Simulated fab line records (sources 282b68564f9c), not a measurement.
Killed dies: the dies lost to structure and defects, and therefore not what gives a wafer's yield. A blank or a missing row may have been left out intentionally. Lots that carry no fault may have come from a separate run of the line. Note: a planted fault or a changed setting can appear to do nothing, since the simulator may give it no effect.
Comparing a struck lot with a sound one    flow rit_cmos    15 steps out of a route of 202
Sound: the wafers L719.2, L719.3, L719.4. Struck: wafers L737.1, L737.3, L737.5. At the end, the cause is stated.
Order at every step that has rows: each side's tool, ch and its chambers, its first start. Under that, the readings that differ: sound wafers    struck wafers    difference of the means    sigmas: that difference in standard deviations of wafers without a fault.
alike: readings whose means differ by less than 2 such deviations, and words and numbers that are the same on both sides. not compared: withheld readings, readings that some wafer has no value for, bounds like >300 that may hide the same value, and numbers for which the record gives no deviation and whose values overlap.
The two part at a step that has a row with sigmas, a row that says differs or no value, or rows on one side only. Numbers that have no deviation but don't overlap get no sigmas and don't part them. A reading missing from all wafers of one side parts the sides only when that side holds two or more wafers.

RIT_ACTIVE_ETCH_13: etches Si3N4 in SF6, stops on SiO2, time 210 s, target depth 210 nm.
  sound on rie_diel-03 ch 0,1,3, day 1 17:06; struck on rie_diel-01 ch 1,2,3, day 5 14:29
  alike: drypump_motor_current_A, oes_product_au, throttle_valve_pct
  not compared: rf_hours_counter_h
RIT_ACTIVE_STRIP_14: strips in O2, time 180 s.
  sound on plasma_asher-04 ch 0,1, day 1 17:14; struck on plasma_asher-04 ch 0, day 5 14:37
  alike: drypump_motor_current_A
  not compared: rf_hours_counter_h
RIT_ACTIVE_CD_MEAS_90: target cd 1400 nm.
  sound on cd_sem-02 at day 1 17:26; struck on cd_sem-02 at day 5 14:47
  alike: cd_nm
then, 4 steps without rows for these wafers: RIT_ACTIVE_CLEAN_15 (cleans in SC1, time 600 s); RIT_ACTIVE_CLEAN_16 (cleans in dHF, time 30 s); RIT_ACTIVE_CLEAN_17 (cleans in SC2, time 600 s); RIT_FOX1_OXIDATION_00 (target thk 350.7 nm, ox time 1130 s).
RIT_FOX1_THK_MEAS_01:
  sound on film_metro-01 at day 1 20:38; struck on film_metro-04 at day 5 18:33
  alike: FOX1_OXIDE_THK
then, 2 steps without rows for these wafers: RIT_FOX1_WET_ETCH_02 (etches SiO2 in BOE, target depth 350 nm, time 390 s); RIT_FOX2_OXIDATION_00 (target thk 350.7 nm, ox time 1130 s).
RIT_FOX2_THK_MEAS_01:
  sound on film_metro-03 at day 1 22:07; struck on film_metro-01 at day 6 01:48
  alike: FOX2_OXIDE_THK
then, 1 step without rows for these wafers: RIT_FOX2_CLEAN_02 (cleans in dHF, time 180 s).
RIT_FOX2_WET_ETCH_03: etches Si3N4 in H3PO4, target depth 195 nm, time 2700 s.
  sound on wet_bench-04 ch 3, day 1 22:14; struck on wet_bench-04 ch 2, day 6 01:55
reading                                        sound              struck            difference  sigmas
model.SiO2_of_ACTIVE_OXIDATION_01.thk_nm (nm)  40.07 40.06 39.96  41.67 42.03 41.6  +1.74       
RIT_FOX2_THK_MEAS_90:
  sound on film_metro-02 at day 1 23:00; struck on film_metro-03 at day 6 02:40
  alike: FIELD_OXIDE_LEFT_1_THK
RIT_M1_PROBE_99:
  sound on prober-01 at day 3 14:35; struck on prober-02 at day 8 00:14
reading                         sound           struck     difference  sigmas
model.etest.pldd.width_nm (nm)  3222 3202 3200  3177 3179  -30         
model.etest.nldd.width_nm (nm)  3194 3196 3226  3182 3188  -20         
  alike: killed_at_contacts, killed_at_front_end, killed_dies, killed_on_rim, killed_open, killed_short

WHERE THEY PART
Nowhere in this record.

WHY: the cause the simulator had injected
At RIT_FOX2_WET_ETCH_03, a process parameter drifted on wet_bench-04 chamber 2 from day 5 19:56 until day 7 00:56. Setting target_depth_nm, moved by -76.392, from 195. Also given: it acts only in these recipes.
